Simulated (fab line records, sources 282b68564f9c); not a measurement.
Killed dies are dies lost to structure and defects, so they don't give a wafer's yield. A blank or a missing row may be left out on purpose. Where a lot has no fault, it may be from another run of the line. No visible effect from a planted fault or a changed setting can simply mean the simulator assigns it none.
Which tool is to blame? -- flow rit_cmos -- 14 lots, 42 wafers sampled, at 4 steps of a route of 202

== WHAT THE GAUGES READ, wafer by wafer ==
RIT_PSD_TW_MEAS_10. Usual: PSD_TW gives 3484 (standard deviation 19).
lot,measured,on,PSD_TW,flag
L471,day 3 04:23,film_metro-04,3462 3485 3494,
L472,day 3 11:13,film_metro-02,3445 3474 3456,
L473,day 3 13:48,film_metro-02,3481 3471 3455,
L474,day 3 17:11,film_metro-04,3498 3526 3497,
L475,day 4 01:13,film_metro-04,3489 3484 3499,
L476,day 4 07:34,film_metro-03,3451 3486 3453,
L477,day 4 11:29,film_metro-03,3462 3473 3460,
L483,day 5 20:02,film_metro-03,3389 3414 3391,OFF
L484,day 5 22:40,film_metro-03,3375 3391 3383,OFF
L485,day 6 00:22,film_metro-02,3518 3479 3492,
L487,day 6 16:19,film_metro-04,3530 3525 3494,
L488,day 6 20:20,film_metro-03,3479 3478 3453,
L489,day 6 22:52,film_metro-03,3474 3499 3466,
L490,day 7 00:58,film_metro-04,3471 3494 3478,

RIT_SDANNEAL_RS_MEAS_04: the measuring method here is four-point-probe. Usual: PSD_RS gives 116.1 ohm/sq (standard deviation 0.33).
lot,measured,on,PSD_RS (ohm/sq),flag
L471,day 3 04:53,film_metro-03,116.0 115.6 116.0,
L472,day 3 11:41,film_metro-04,116.6 116.9 116.3,
L473,day 3 14:17,film_metro-02,115.8 115.8 115.6,
L474,day 3 17:45,film_metro-03,116.0 116.0 116.0,
L475,day 4 01:44,film_metro-04,115.9 115.8 116.3,
L476,day 4 08:04,film_metro-04,116.1 115.8 115.8,
L477,day 4 12:00,film_metro-04,116.6 116.5 116.2,
L483,day 5 20:32,film_metro-02,118.9 118.8 118.7,OFF
L484,day 5 23:11,film_metro-03,119.3 119.1 118.9,OFF
L485,day 6 00:51,film_metro-03,115.9 115.9 115.8,
L487,day 6 16:49,film_metro-02,115.8 115.9 116.0,
L488,day 6 20:52,film_metro-02,115.8 116.2 116.0,
L489,day 6 23:21,film_metro-04,116.0 115.7 116.0,
L490,day 7 01:31,film_metro-03,116.4 116.5 117.0,

== TOOL THAT RAN EACH LOT (tool first, then ch and the chambers of the sampled wafers, then the start) ==
lot,RIT_PLDD_STRIP_09,RIT_PSD_IMPLANT_08
L471,"plasma_asher-04 ch 0,1, day 2 22:03","implanter-04 ch 0, day 3 04:05"
L472,"plasma_asher-04 ch 0,1, day 3 05:35","implanter-03 ch 0, day 3 10:53"
L473,"plasma_asher-02 ch 0,1, day 3 08:17","implanter-02 ch 0, day 3 13:29"
L474,"plasma_asher-04 ch 0, day 3 11:19","implanter-02 ch 0, day 3 16:52"
L475,"plasma_asher-02 ch 1, day 3 19:27","implanter-02 ch 0, day 4 00:55"
L476,"plasma_asher-04 ch 0,1, day 4 01:54","implanter-04 ch 0, day 4 07:15"
L477,"plasma_asher-02 ch 0,1, day 4 05:38","implanter-04 ch 0, day 4 11:10"
L483,"plasma_asher-01 ch 0,1, day 5 14:22","implanter-04 ch 0, day 5 19:43"
L484,"plasma_asher-01 ch 0, day 5 17:09","implanter-04 ch 0, day 5 22:22"
L485,"plasma_asher-01 ch 0,1, day 5 17:46","implanter-02 ch 0, day 6 00:02"
L487,"plasma_asher-02 ch 0, day 6 09:41","implanter-02 ch 0, day 6 16:01"
L488,"plasma_asher-02 ch 0,1, day 6 14:41","implanter-02 ch 0, day 6 20:02"
L489,"plasma_asher-04 ch 0,1, day 6 17:19","implanter-02 ch 0, day 6 22:32"
L490,"plasma_asher-01 ch 0,1, day 6 19:03","implanter-02 ch 0, day 7 00:41"
- RIT_PLDD_STRIP_09: strips in O2, time 180 s.
- RIT_PSD_IMPLANT_08

== AS READ BY THE TOOLS THEMSELVES (means over the sampled wafers that have a number; for cases with no such wafer, the mark the record gives instead) ==
RIT_PLDD_STRIP_09. Usual: drypump_motor_current_A 5.8 A, standard deviation 0.35; o2_flow_sccm 4000 sccm, standard deviation 13.
lot,tool,drypump_motor_current_A (A),o2_flow_sccm (sccm),flag
L471,plasma_asher-04,5.9,3990,
L472,plasma_asher-04,5.9,3988,
L473,plasma_asher-02,5.7,3996,
L474,plasma_asher-04,6.0,4012,
L475,plasma_asher-02,5.8,3987,
L476,plasma_asher-04,5.9,3992,
L477,plasma_asher-02,5.8,4005,
L483,plasma_asher-01,6.0,4009,
L484,plasma_asher-01,5.2,3999,
L485,plasma_asher-01,5.6,3990,
L487,plasma_asher-02,5.7,3998,
L488,plasma_asher-02,5.7,4003,
L489,plasma_asher-04,5.9,4014,
L490,plasma_asher-01,6.1,4009,

== THE ANSWER, worked out from the rows above alone ==
Rule: a lot counts as off when the mean over its wafers that have a number is more than 3 standard deviations away from the usual mean. A lot without any number at a reading at which 4 lots or more have one is off too. Any other lot the step has rows for is counted as sound. After the gauges, taken in route order, come the tools' own readings; for these a lot's mean is taken, as printed above. The first step at which some lot is off is used, and at that step the reading that is off furthest; a lot without a number counts as furthest.
Off: L483, L484, at RIT_PSD_TW_MEAS_10 (PSD_TW).
If a tool, at a process step before that reading, ran all the lots that are off and no sound lot after the first of them, it fits. The gauges at RIT_PSD_TW_MEAS_10 are tried like those tools. One fits: implanter-04 at RIT_PSD_IMPLANT_08. A fault onset in the window from L477 (day 4 11:10, its last sound lot) to L483 (day 5 19:43, its first lot off) fits.

== WHAT THE SIMULATOR PUT IN ==
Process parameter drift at RIT_PSD_IMPLANT_08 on implanter-04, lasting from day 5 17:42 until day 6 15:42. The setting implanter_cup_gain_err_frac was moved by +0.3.
Shown lots that were struck: L483, L484. The same result came from the rule above.
